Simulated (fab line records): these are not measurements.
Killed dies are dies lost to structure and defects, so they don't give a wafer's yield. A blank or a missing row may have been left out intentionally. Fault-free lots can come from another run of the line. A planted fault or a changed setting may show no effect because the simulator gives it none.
fab line records    flow berkeley_cmos170    part 2 of 2: steps 29 to 38 of 38
record lots=5  wafers=15  last_day=13
route steps=331 shown PWELL@43 WELLDRIVE@55 ACTIVE@60 PFIELD@79
lots untouched by any fault: they come from a run of this same line in which no faults occurred
start_h: hours from the record's first day to the start of the lot's first wafer shown    wait_h: time in hours since the lot's previous step    " as in the row above    L1.1+2: one row covering several wafers at once    - no value, or no start given    * or withheld: withheld    < > ~ a bound
route shown NAME@n: NAME is a module with steps in the file, n the number in the route of the first one    usual: average and standard deviation across the fault-free wafers    same: alike in all rows    chamber/n: place in a boat    sites: the reading at each site    _std_site: the standard deviation of these    _edge_site: outer sites' mean less inner sites'    radius_mm: for every site, how far away it sits from the centre of the wafer    mask NAME#n: copy n    behind: tool/chamber where the wafer was last shaped    hold: why the lot went on hold/how many hours it stayed there/how the hold came to an end    device: the n, p or np transistor that did not switch    end of line: the tests these same wafers got at the end of their route    a step given without rows: its recipe and nothing more    killed: the dies lost at the first sort to structure and to defects; this is not the yield of the wafer    map: shows each die of a wafer: x if killed, . if not, _ if none is there
set.NAME: the setting as run; set.NAME@STEP: as run at that earlier step    model.NAME: the simulator's own value behind a step, which no gauge read
lots at selected steps of the route; one table per step, one row per wafer
services: when a tool's chamber went out of use (start_h, in hours from the record's first day, below 0 if earlier), for how many hours, and the reason
## steps
# step UCB170_ACTIVE_PEB_11
# recipe peb_temp_c=130  peb_time_s=withheld  resist=KrF
# usual resist_line_temp_C=23.00/0.11
lot.wafer  tool            chamber  start_h  wait_h  resist_line_temp_C
L074.1     litho_track-03  0        95.96    0.4     23.21
L074.5     "               0        "        "       22.95
L074.6     "               0        "        "       23.18
L076.3     litho_track-04  0        103.09   0.1     22.90
L076.4     "               0        "        "       23.00
L076.6     "               0        "        "       23.09
L082.3     litho_track-03  0        141.21   0.8     23.11
L082.4     "               0        "        "       23.01
L082.5     "               0        "        "       22.94
L094.3     litho_track-04  0        195.19   0.1     22.93
L094.4     "               0        "        "       23.01
L094.6     "               0        "        "       23.20
L093.1     litho_track-02  0        195.61   0.5     23.05
L093.5     "               0        "        "       23.04
L093.6     "               0        "        "       23.09
# step UCB170_ACTIVE_DEVELOP_12
# recipe developer=TMAH  develop_time_s=45  resist=KrF  dev_temp_c=21
# usual resist_line_temp_C=23.00/0.11
lot.wafer  tool            chamber  start_h  wait_h  resist_line_temp_C
L074.1     litho_track-03  0        -        -       23.03
L074.5     "               0        "        "       23.01
L074.6     "               0        "        "       23.02
L076.3     litho_track-04  0        -        -       22.74
L076.4     "               0        "        "       22.90
L076.6     "               0        "        "       22.92
L082.3     litho_track-03  0        -        -       23.03
L082.4     "               0        "        "       23.01
L082.5     "               0        "        "       22.98
L094.3     litho_track-04  0        -        -       22.96
L094.4     "               0        "        "       23.07
L094.6     "               0        "        "       23.07
L093.1     litho_track-02  0        -        -       23.01
L093.5     "               0        "        "       23.02
L093.6     "               0        "        "       22.94
# step UCB170_ACTIVE_CD_MEAS_13
# recipe target_cd_nm=1200
# usual cd_nm=1199.9/1.4
lot.wafer  tool       chamber  start_h  wait_h  cd_nm
L074.1     cd_sem-01  -        96.23    -       1199.1
L074.5     "          -        "        "       1200.6
L074.6     "          -        "        "       1200.0
L076.3     cd_sem-02  -        103.36   -       1198.8
L076.4     "          -        "        "       1198.4
L076.6     "          -        "        "       1198.8
L082.3     cd_sem-02  -        141.53   -       1199.9
L082.4     "          -        "        "       1201.3
L082.5     "          -        "        "       1199.6
L094.3     cd_sem-01  -        195.45   -       1199.6
L094.4     "          -        "        "       1198.1
L094.6     "          -        "        "       1199.0
L093.1     cd_sem-02  -        195.89   -       1197.5
L093.5     "          -        "        "       1197.5
L093.6     "          -        "        "       1198.3
# step UCB170_ACTIVE_OVL_MEAS_14
# usual ACTIVE_OVL=-2/5.4
lot.wafer  tool        chamber  start_h  wait_h  ACTIVE_OVL[nm]
L074.1     overlay-01  -        96.35    0.1     -7
L074.5     "           -        "        "       -11
L074.6     "           -        "        "       -7
L076.3     overlay-02  -        103.45   0.1     8
L076.4     "           -        "        "       8
L076.6     "           -        "        "       9
L082.3     overlay-01  -        141.63   0.1     0
L082.4     "           -        "        "       -1
L082.5     "           -        "        "       -5
L094.3     overlay-02  -        195.55   0.1     1
L094.4     "           -        "        "       -3
L094.6     "           -        "        "       -1
L093.1     overlay-01  -        196.01   0.1     -6
L093.5     "           -        "        "       -8
L093.6     "           -        "        "       -1
# step UCB170_ACTIVE_ETCH_15
# recipe chemistry=CH3F/Ar/O2  target=Si3N4  stop_on=SiO2  CH3F_flow_sccm=20  Ar_flow_sccm=50  O2_flow_sccm=7  pressure_mtorr=50  rf_w=450  target_depth_a=2420  over_etch_frac=0.1  time_s=151
# usual drypump_motor_current_A=5.6/0.38  oes_product_au=0.940/0.015  throttle_valve_pct=8.01/0.12
lot.wafer  tool         chamber  start_h  wait_h  drypump_motor_current_A  oes_product_au  rf_hours_counter_h  throttle_valve_pct
L074.1     rie_diel-04  0        96.39    0.0     6.1                      0.947           11                  7.90
L074.5     "            0        "        "       6.1                      0.935           -                   7.92
L074.6     "            1        "        "       5.6                      0.931           -                   7.96
L076.3     rie_diel-02  3        103.48   0.0     4.9                      0.958           8                   8.03
L076.4     "            0        "        "       5.6                      0.948           -                   8.13
L076.6     "            1        "        "       5.5                      0.940           -                   8.25
L082.3     rie_diel-04  1        141.70   0.1     5.6                      0.933           -                   7.93
L082.4     "            3        "        "       5.5                      0.940           -                   8.06
L082.5     "            1        "        "       5.6                      0.943           -                   7.95
L094.3     rie_diel-01  0        195.57   0.0     6.2                      0.907           0                   7.99
L094.4     "            2        "        "       5.0                      0.957           19                  7.83
L094.6     "            1        "        "       6.0                      0.914           -                   7.90
L093.1     rie_diel-04  0        196.05   0.0     6.1                      0.928           16                  7.92
L093.5     "            2        "        "       5.8                      0.961           -                   8.11
L093.6     "            1        "        "       5.6                      0.934           -                   7.96
# step UCB170_ACTIVE_STRIP_16
# recipe chemistry=O2  power_w=400  pressure_mtorr=3500  platen_temp_c=withheld  o2_flow_sccm=400  overash_fraction=0.5
# usual drypump_motor_current_A=5.6/0.33  oes_product_au=0.721/0.0047  strip_time_to_endpoint_s=17.95/0.11
lot.wafer  tool             chamber  start_h  wait_h  drypump_motor_current_A  oes_product_au  rf_hours_counter_h  strip_time_to_endpoint_s
L074.1     plasma_asher-04  0        96.54    0.1     5.4                      0.724           35                  17.75
L074.5     "                1        "        "       6.0                      0.714           -                   17.83
L074.6     "                0        "        "       5.4                      0.726           -                   17.93
L076.3     plasma_asher-01  1        103.61   0.1     5.4                      0.723           -                   17.88
L076.4     "                0        "        "       6.1                      0.722           -                   17.97
L076.6     "                0        "        "       6.1                      0.713           -                   17.82
L082.3     plasma_asher-01  1        141.83   0.1     5.4                      0.727           -                   17.88
L082.4     "                0        "        "       6.1                      0.721           -                   18.00
L082.5     "                1        "        "       5.4                      0.714           -                   17.95
L094.3     plasma_asher-04  1        195.70   0.1     6.0                      0.721           -                   18.13
L094.4     "                0        "        "       5.5                      0.720           -                   17.96
L094.6     "                0        "        "       5.4                      0.726           -                   17.99
L093.1     plasma_asher-01  1        196.15   0.1     5.4                      0.722           42                  17.82
L093.5     "                0        "        "       6.1                      0.719           -                   18.02
L093.6     "                1        "        "       5.4                      0.727           -                   17.90
# step UCB170_ACTIVE_CD_MEAS_90
# recipe target_cd_nm=1200
# usual cd_nm=1199.9/1.4
lot.wafer  tool       chamber  start_h  wait_h  cd_nm
L074.1     cd_sem-01  -        96.64    0.1     1200.0
L074.5     "          -        "        "       1200.8
L074.6     "          -        "        "       1200.1
L076.3     cd_sem-02  -        103.72   0.1     1198.3
L076.4     "          -        "        "       1198.1
L076.6     "          -        "        "       1199.0
L082.3     cd_sem-01  -        141.97   0.1     1200.6
L082.4     "          -        "        "       1201.2
L082.5     "          -        "        "       1200.1
L094.3     cd_sem-02  -        195.81   0.1     1199.8
L094.4     "          -        "        "       1198.4
L094.6     "          -        "        "       1199.4
L093.1     cd_sem-02  -        196.25   0.1     1197.7
L093.5     "          -        "        "       1197.9
L093.6     "          -        "        "       1198.1
# step UCB170_ACTIVE_CLEAN_17
# recipe chemistry=SPM  temp_c=120  time_s=600
lot.wafer   tool          chamber  start_h  wait_h
L074.1+5+6  wet_bench-04  3        96.76    0.1
L076.3+4+6  wet_bench-02  1        106.46   2.7
L082.3+4+5  wet_bench-02  0        143.26   1.3
L094.3+4+6  wet_bench-04  1        196.26   0.4
L093.1+5+6  wet_bench-03  1        196.91   0.6
# step UCB170_PFIELD_HMDS_00
# recipe prime_time_s=60  prime_temp_c=100
# usual resist_line_temp_C=23.01/0.093
# same prime_time_s=60
lot.wafer  tool            chamber  start_h  wait_h  resist_line_temp_C
L074.1     litho_track-01  0        97.78    0.8     22.92
L074.5     "               0        "        "       23.01
L074.6     "               0        "        "       22.93
L076.3     litho_track-01  0        107.11   0.5     23.10
L076.4     "               0        "        "       23.08
L076.6     "               0        "        "       22.97
L082.3     litho_track-03  0        143.86   0.4     23.23
L082.4     "               0        "        "       22.97
L082.5     "               0        "        "       23.01
L094.3     litho_track-03  0        196.71   0.3     22.88
L094.4     "               0        "        "       22.90
L094.6     "               0        "        "       23.13
L093.1     litho_track-03  0        197.11   0.0     22.98
L093.5     "               0        "        "       23.06
L093.6     "               0        "        "       23.08
# step UCB170_PFIELD_COAT_01
# recipe resist=KrF  spin_rpm=1500  resist_thk_nm=900
# usual resist_line_temp_C=23.00/0.11
lot.wafer  tool            chamber  start_h  wait_h  resist_line_temp_C
L074.1     litho_track-01  0        97.93    0.1     23.17
L074.5     "               0        "        "       23.22
L074.6     "               0        "        "       22.94
L076.3     litho_track-01  0        107.26   0.1     23.13
L076.4     "               0        "        "       23.04
L076.6     "               0        "        "       23.16
L082.3     litho_track-03  0        144.01   0.1     22.80
L082.4     "               0        "        "       22.86
L082.5     "               0        "        "       22.98
L094.3     litho_track-03  0        196.86   0.1     22.81
L094.4     "               0        "        "       22.99
L094.6     "               0        "        "       23.06
L093.1     litho_track-03  0        197.26   0.1     22.68
L093.5     "               0        "        "       22.86
L093.6     "               0        "        "       22.90
## services
tool             chamber  start_h  hours  kind
krf_scanner-01   -        35.91    0.8    pm
krf_scanner-02   -        37.95    0.9    repair
implanter-04     -        41.19    5.4    pm
krf_scanner-02   -        42.01    1.0    pm
krf_scanner-01   -        50.26    1.3    pm
rie_diel-01      2        51.93    36.2   repair
plasma_asher-01  -        53.07    1.9    repair
rie_diel-01      1        55.56    4.5    repair
plasma_asher-04  -        71.90    1.5    repair
furnace-04       -        77.73    2.7    pm
rie_diel-04      3        86.04    13.0   repair
rie_diel-04      2        92.58    6.4    repair
krf_scanner-01   -        109.14   1.0    pm
furnace-01       -        110.78   9.8    pm
rie_diel-01      -        120.99   2.3    repair
furnace-01       -        127.38   4.3    pm
rie_diel-04      0        130.10   12.0   repair
implanter-04     -        132.84   0.6    repair
krf_scanner-02   -        161.00   1.3    pm
furnace-02       -        175.35   2.7    pm
rie_diel-01      3        176.95   17.2   repair
rie_diel-04      0        179.32   10.0   repair
lpcvd-01         -        184.39   6.1    pm
furnace-01       -        187.79   3.9    pm
